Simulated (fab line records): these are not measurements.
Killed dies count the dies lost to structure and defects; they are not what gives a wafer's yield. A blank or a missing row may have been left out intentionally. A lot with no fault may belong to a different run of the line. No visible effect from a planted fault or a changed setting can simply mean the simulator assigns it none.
Problem report, 8D (eight disciplines) form, completed by code + flow berkeley-cmos170 + the parts of the form that need people (team, actions taken, sign-off) are left out

== 1. PROBLEM STATEMENT ==
At UCB170_M2_HMDS_04, prime-temp-c averages 94.70 C over 6 wafers from 2 lots, while fault-free wafers read 99.96 C, standard deviation 0.13. Measured from the usual mean, that is -40 standard deviations.
The step: prime time 60 s.
Seen first at day 13 05:44 on litho-track-04, wafer L263.1. The record holds 42 wafers of 14 lots with a number at this step. The rule behind "out" and "out of limits": a value lying over 4 standard deviations away from the usual mean. All remaining wafers that have a number are taken as sound.

== 2. WHAT IT IS, WHAT IT ISN'T ==
| question                    | is                     | is not                                                                 |
|-----------------------------|------------------------|------------------------------------------------------------------------|
| which readings at this step | prime-temp-c           | -                                                                      |
| which lots                  | L263, L264             | L242, L243, L244, L246, L247, L248, L249, L250, L252, L253, L256, L261 |
| which wafers of those lots  | all that have a number | -                                                                      |
| read on which tools         | litho-track-04         | litho-track-01, litho-track-02                                         |
| when                        | from day 13 05:44      | up to then (36 sound wafers)                                           |

== 3. SUSPECTS, AND WHAT RULES EACH OUT ==
Counting: any tool at a process step up to the reading is kept as a suspect provided that every lot that is out went through it and no sound lot did after the first of them.
- litho-track-04 at UCB170_M2_HMDS_04 (prime time 60 s): kept. It ran every lot that is out, first L263 (day 13 05:44), and no sound lot after that; its last sound lot up to then is L261 (day 12 11:48). Its own readings are out on those wafers: prime-temp-c.
The count leaves litho-track-04 at UCB170_M2_HMDS_04.

== 4. THE CAUSE (what the simulator had put in) ==
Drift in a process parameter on litho-track-04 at UCB170_M2_HMDS_04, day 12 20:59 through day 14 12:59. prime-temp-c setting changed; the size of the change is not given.
The count eliminated every tool but this one.

== 5. THE EFFECT CHAIN, in route order ==
One row per reading whose mean, taken over the struck wafers that have a number, lies over 3 standard deviations from the usual. Readings are gone through only where the record gives a usual standard deviation; hours: the median, over the lots, of the time from a lot's start at the first step in this table giving one to that lot's start at this step; sigmas: the change measured in usual standard deviations.
| hours | step              | reading      | usual   | on struck wafers | change | sigmas |
|-------|-------------------|--------------|---------|------------------|--------|--------|
| 0     | UCB170_M2_HMDS_04 | prime-temp-c | 99.96 C | 94.70            | -5.26  | -40    |
Its process steps:
- UCB170_M2_HMDS_04: prime time 60 s.

== 6. HOW IT WOULD HAVE BEEN CAUGHT EARLIER ==
First out-of-limits reading in this record: day 13 05:44, which is 9 hours after fault onset at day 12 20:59.
